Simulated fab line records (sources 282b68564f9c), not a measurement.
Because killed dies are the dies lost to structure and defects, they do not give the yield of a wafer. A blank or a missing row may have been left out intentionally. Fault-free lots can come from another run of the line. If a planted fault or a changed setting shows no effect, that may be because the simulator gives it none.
Split-lot trial :: flow rit_cmos :: 23 wafers read across 5 lots, on a route 202 steps long

== THE SPLIT ==
At RIT_GATE_OXIDATION_05 (target thk 3 nm, ox time 270 s), the setting temp_c was moved away from the recipe's 900 C on 20 of the 23 wafers read, by -2.8% to +1.8%. For the rest of the wafers, this setting stayed at what the recipe calls for.

== SPLIT TO READING: what lies between them in the file, 1 step ==
- RIT_GATE_ANNEAL_06: time 600 s

== THE READING ==
GATE_OXIDE_THK, in nm, at RIT_GATE_THK_MEAS_07. On this fab line, fault-free wafers typically give 3.03 nm with a standard deviation of 0.061 nm.

wafer: L074.1
tool, chamber at the split: -, -
temp_c as run, C: 874.6
against the recipe: -2.8%
GATE_OXIDE_THK, nm: 2.15
against lot-mates on the recipe: no lot-mate on the recipe

wafer: L074.2
tool, chamber at the split: -, -
temp_c as run, C: 874.6
against the recipe: -2.8%
GATE_OXIDE_THK, nm: 2.13
against lot-mates on the recipe: no lot-mate on the recipe

wafer: L074.3
tool, chamber at the split: -, -
temp_c as run, C: 874.6
against the recipe: -2.8%
GATE_OXIDE_THK, nm: 2.17
against lot-mates on the recipe: no lot-mate on the recipe

wafer: L074.5
tool, chamber at the split: -, -
temp_c as run, C: 874.6
against the recipe: -2.8%
GATE_OXIDE_THK, nm: 2.13
against lot-mates on the recipe: no lot-mate on the recipe

wafer: L074.6
tool, chamber at the split: -, -
temp_c as run, C: 874.6
against the recipe: -2.8%
GATE_OXIDE_THK, nm: 2.17
against lot-mates on the recipe: no lot-mate on the recipe

wafer: L075.1
tool, chamber at the split: -, -
temp_c as run, C: 916.6
against the recipe: +1.8%
GATE_OXIDE_THK, nm: 3.66
against lot-mates on the recipe: no lot-mate on the recipe

wafer: L075.2
tool, chamber at the split: -, -
temp_c as run, C: 916.6
against the recipe: +1.8%
GATE_OXIDE_THK, nm: 3.63
against lot-mates on the recipe: no lot-mate on the recipe

wafer: L075.3
tool, chamber at the split: -, -
temp_c as run, C: 916.6
against the recipe: +1.8%
GATE_OXIDE_THK, nm: 3.68
against lot-mates on the recipe: no lot-mate on the recipe

wafer: L075.5
tool, chamber at the split: -, -
temp_c as run, C: 916.6
against the recipe: +1.8%
GATE_OXIDE_THK, nm: 3.63
against lot-mates on the recipe: no lot-mate on the recipe

wafer: L075.6
tool, chamber at the split: -, -
temp_c as run, C: 916.6
against the recipe: +1.8%
GATE_OXIDE_THK, nm: 3.67
against lot-mates on the recipe: no lot-mate on the recipe

wafer: L077.1
tool, chamber at the split: -, -
temp_c as run, C: 892.9
against the recipe: -0.8%
GATE_OXIDE_THK, nm: 2.67
against lot-mates on the recipe: no lot-mate on the recipe

wafer: L077.2
tool, chamber at the split: -, -
temp_c as run, C: 892.9
against the recipe: -0.8%
GATE_OXIDE_THK, nm: 2.73
against lot-mates on the recipe: no lot-mate on the recipe

wafer: L077.3
tool, chamber at the split: -, -
temp_c as run, C: 892.9
against the recipe: -0.8%
GATE_OXIDE_THK, nm: 2.71
against lot-mates on the recipe: no lot-mate on the recipe

wafer: L077.4
tool, chamber at the split: -, -
temp_c as run, C: 892.9
against the recipe: -0.8%
GATE_OXIDE_THK, nm: 2.68
against lot-mates on the recipe: no lot-mate on the recipe

wafer: L077.5
tool, chamber at the split: -, -
temp_c as run, C: 892.9
against the recipe: -0.8%
GATE_OXIDE_THK, nm: 2.74
against lot-mates on the recipe: no lot-mate on the recipe

wafer: L083.1
tool, chamber at the split: furnace-03, 0
temp_c as run, C: 900
against the recipe: recipe
GATE_OXIDE_THK, nm: 3.11
against lot-mates on the recipe: -

wafer: L083.4
tool, chamber at the split: furnace-03, 0
temp_c as run, C: 900
against the recipe: recipe
GATE_OXIDE_THK, nm: 2.99
against lot-mates on the recipe: -

wafer: L083.5
tool, chamber at the split: furnace-03, 0
temp_c as run, C: 900
against the recipe: recipe
GATE_OXIDE_THK, nm: 3.07
against lot-mates on the recipe: -

wafer: L085.1
tool, chamber at the split: -, -
temp_c as run, C: 885.1
against the recipe: -1.7%
GATE_OXIDE_THK, nm: 2.47
against lot-mates on the recipe: no lot-mate on the recipe

wafer: L085.2
tool, chamber at the split: -, -
temp_c as run, C: 885.1
against the recipe: -1.7%
GATE_OXIDE_THK, nm: 2.50
against lot-mates on the recipe: no lot-mate on the recipe

wafer: L085.4
tool, chamber at the split: -, -
temp_c as run, C: 885.1
against the recipe: -1.7%
GATE_OXIDE_THK, nm: 2.46
against lot-mates on the recipe: no lot-mate on the recipe

wafer: L085.5
tool, chamber at the split: -, -
temp_c as run, C: 885.1
against the recipe: -1.7%
GATE_OXIDE_THK, nm: 2.47
against lot-mates on the recipe: no lot-mate on the recipe

wafer: L085.6
tool, chamber at the split: -, -
temp_c as run, C: 885.1
against the recipe: -1.7%
GATE_OXIDE_THK, nm: 2.49
against lot-mates on the recipe: no lot-mate on the recipe

FIT RESULTS
A straight line over all 23 wafers: GATE_OXIDE_THK changes by +0.326 nm for each +1% of temp_c; r = +1.00; the points scatter about the line by 0.05 nm.
Too few moved wafers have a lot-mate on the recipe to fit a line with each lot's own level taken away.

== THE WHOLE CHAIN: every reading that the file lists as answering this split, in the file's order ==
step: RIT_GATE_OXIDATION_05
what it does: target thk 3 nm, ox time 270 s
reading: SiO2_of_GATE_OXIDATION_05.thk_nm (the simulator's own value, which no gauge read)
change (the file's fit): +0.326 nm for each +1% of the setting
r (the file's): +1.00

step: RIT_GATE_THK_MEAS_07
what it does: 
reading: GATE_OXIDE_THK
change (the file's fit): +0.327 for each +1% of the setting
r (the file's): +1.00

== THE FILE'S OWN FIT ==
GATE_OXIDE_THK changes by +0.327 nm for each +1% of temp_c, r = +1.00.
